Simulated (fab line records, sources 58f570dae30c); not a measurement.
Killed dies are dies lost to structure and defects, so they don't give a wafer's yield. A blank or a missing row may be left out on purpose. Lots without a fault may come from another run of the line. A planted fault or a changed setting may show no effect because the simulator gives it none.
fab line records | flow berkeley_cmos170
record lots=5 wafers=15 last_day=10
route steps=331 shown NWELL@31 PWELL@34
lots that met no fault: from a run of the same line without faults
start_h: hours from the record's first day to the start of the lot's first wafer shown | wait_h: hours since the lot's step before | " the same as in the row above | L1.1+2: a row that stands for several wafers | - no value, or no start given | * or withheld: withheld | < > ~ a bound
route shown NAME@n: a module of which the file shows steps, and the number in the route of the first | usual: mean/standard deviation of fault-free wafers | same: alike in all rows | chamber/n: place in a boat | sites: the reading at each site | _std_site: their standard deviation | _edge_site: outer sites' mean less inner sites' | radius_mm: how far each site lies from the wafer's centre | mask NAME#n: copy n | behind: the tool/chamber that last shaped the wafer | hold: why the lot was held/for how many hours/how that ended | device: the transistor (n, p or np) that didn't switch | end of line: the same wafers' tests at the end of the route | a step without rows: its recipe alone | killed: dies lost to structure and defects at the first sort, not the wafer's yield | map: a wafer's dies, x killed, . not, _ none there
set.NAME: the setting as run; set.NAME@STEP: as run at that earlier step | model.NAME: the simulator's own value behind a step, which no gauge read
lots at some steps of the route; a table a step, a row a wafer
services: from which hour (start_h, from the record's first day; less than 0 if before it) a tool's chamber was out of use, for how many hours, and why
## steps
# step UCB170_NWELL_CLEAN_17
# recipe chemistry=SPM temp_c=120 time_s=600
# usual bath_heat_duty_pct=13.9/0.97
# columns lot.wafer tool chamber start_h wait_h bath_heat_duty_pct
L075.3 wet_bench-04 1 40.71 0.0 15.3
L075.5 " 1 " " 14.1
L075.6 " 1 " " 13.9
L083.2 wet_bench-03 3 76.31 0.0 13.1
L083.4 " 3 " " 12.3
L083.5 " 3 " " 12.3
L085.3 wet_bench-03 2 92.81 0.0 13.3
L085.4 " 2 " " 12.9
L085.5 " 2 " " 13.7
L087.2 wet_bench-03 0 104.73 0.0 15.5
L087.4 " 0 " " 13.3
L087.6 " 0 " " 13.5
L090.2 wet_bench-02 1 111.35 0.0 13.7
L090.5 " 1 " " 15.2
L090.6 " 1 " " 14.9
# step UCB170_NWELL_WET_ETCH_18
# recipe chemistry=H3PO4 target=Si3N4 temp_c=160 time_s=14400
# usual bath_heat_duty_pct=28.0/2
# columns lot.wafer tool chamber start_h wait_h bath_heat_duty_pct
L075.3 wet_bench-04 3 40.88 0.0 27.1
L075.5 " 3 " " 27.4
L075.6 " 3 " " 26.3
L083.2 wet_bench-04 2 76.50 0.0 30.2
L083.4 " 2 " " 28.5
L083.5 " 2 " " 28.1
L085.3 wet_bench-04 2 93.01 0.0 26.5
L085.4 " 2 " " 27.4
L085.5 " 2 " " 30.3
L087.2 wet_bench-02 0 104.90 0.0 31.6
L087.4 " 0 " " 29.5
L087.6 " 0 " " 29.9
L090.2 wet_bench-02 0 111.73 0.2 33.6
L090.5 " 0 " " 27.5
L090.6 " 0 " " 31.3
# step UCB170_NWELL_WET_ETCH_19
# recipe chemistry=BOE dilution=5:1 target=SiO2 temp_c=25 time_s=22
# usual bath_heat_duty_pct=6.4/0.58
# columns lot.wafer tool chamber start_h wait_h bath_heat_duty_pct
L075.3 wet_bench-04 1 44.96 0.1 7.1
L075.5 " 1 " " 7.1
L075.6 " 1 " " 5.9
L083.2 wet_bench-04 3 81.22 0.3 6.4
L083.4 " 3 " " 6.8
L083.5 " 3 " " 5.2
L085.3 wet_bench-04 2 97.47 0.5 6.4
L085.4 " 2 " " 6.5
L085.5 " 2 " " 6.1
L087.2 wet_bench-02 2 108.91 0.0 6.5
L087.4 " 2 " " 6.9
L087.6 " 2 " " 6.7
L090.2 wet_bench-04 0 116.16 0.1 5.9
L090.5 " 0 " " 6.2
L090.6 " 0 " " 6.5
# step UCB170_PWELL_CLEAN_00
# recipe chemistry=SPM temp_c=120 time_s=600
# usual bath_heat_duty_pct=13.8/1.1
# columns lot.wafer tool chamber start_h wait_h bath_heat_duty_pct
L075.3 wet_bench-04 0 44.97 0.0 14.0
L075.5 " 0 " " 14.6
L075.6 " 0 " " 14.4
L083.2 wet_bench-04 2 81.26 0.0 14.0
L083.4 " 2 " " 13.5
L083.5 " 2 " " 14.2
L085.3 wet_bench-04 2 97.66 0.2 15.0
L085.4 " 2 " " 14.2
L085.5 " 2 " " 14.0
L087.2 wet_bench-02 1 108.92 0.0 15.0
L087.4 " 1 " " 15.1
L087.6 " 1 " " 15.7
L090.2 wet_bench-04 3 116.38 0.2 13.2
L090.5 " 3 " " 12.2
L090.6 " 3 " " 12.1
# step UCB170_PWELL_CLEAN_01
# recipe chemistry=dHF dilution=25:1 time_s=60
# columns lot.wafer tool chamber start_h wait_h
L075.3+5+6 wet_bench-04 2 45.15 0.0
L083.2+4+5 wet_bench-04 0 81.61 0.2
L085.3+4+5 wet_bench-04 0 97.86 0.0
L087.2+4+6 wet_bench-04 0 109.10 0.0
L090.2+5+6 wet_bench-04 1 117.02 0.4
# step UCB170_PWELL_OXIDATION_02
# recipe temp_c=1000 ambient=O2 target_thk_a=264 ox_time_s=1260
# same ox_time_s=1260
# columns lot.wafer tool chamber start_h wait_h
L075.3+5+6 furnace-03 0 49.50 4.3
L083.2+4+5 furnace-03 0 82.63 1.0
L085.3+4+5 furnace-03 0 100.75 2.9
L087.2+4+6 furnace-02 0 111.04 1.9
L090.2+5+6 furnace-03 0 117.07 0.0
# step UCB170_PWELL_THK_MEAS_03
# recipe reads=SiO2_of_PWELL_OXIDATION_02
# usual PWELL_OXIDE_THK=27.0/0.63
# columns lot.wafer tool chamber start_h wait_h PWELL_OXIDE_THK[nm]
L075.3 film_metro-01 - 50.87 0.0 27.2
L075.5 " - " " 26.8
L075.6 " - " " 27.5
L083.2 film_metro-01 - 83.99 0.0 27.9
L083.4 " - " " 28.4
L083.5 " - " " 28.3
L085.3 film_metro-02 - 102.12 0.0 27.4
L085.4 " - " " 27.3
L085.5 " - " " 28.0
L087.2 film_metro-02 - 112.40 0.0 27.0
L087.4 " - " " 27.0
L087.6 " - " " 26.7
L090.2 film_metro-02 - 118.43 0.0 26.7
L090.5 " - " " 26.8
L090.6 " - " " 27.1
## services
# columns tool chamber start_h hours kind
furnace-02 - 48.59 2.7 pm
furnace-02 - 64.11 26.0 pm
## key
fault none
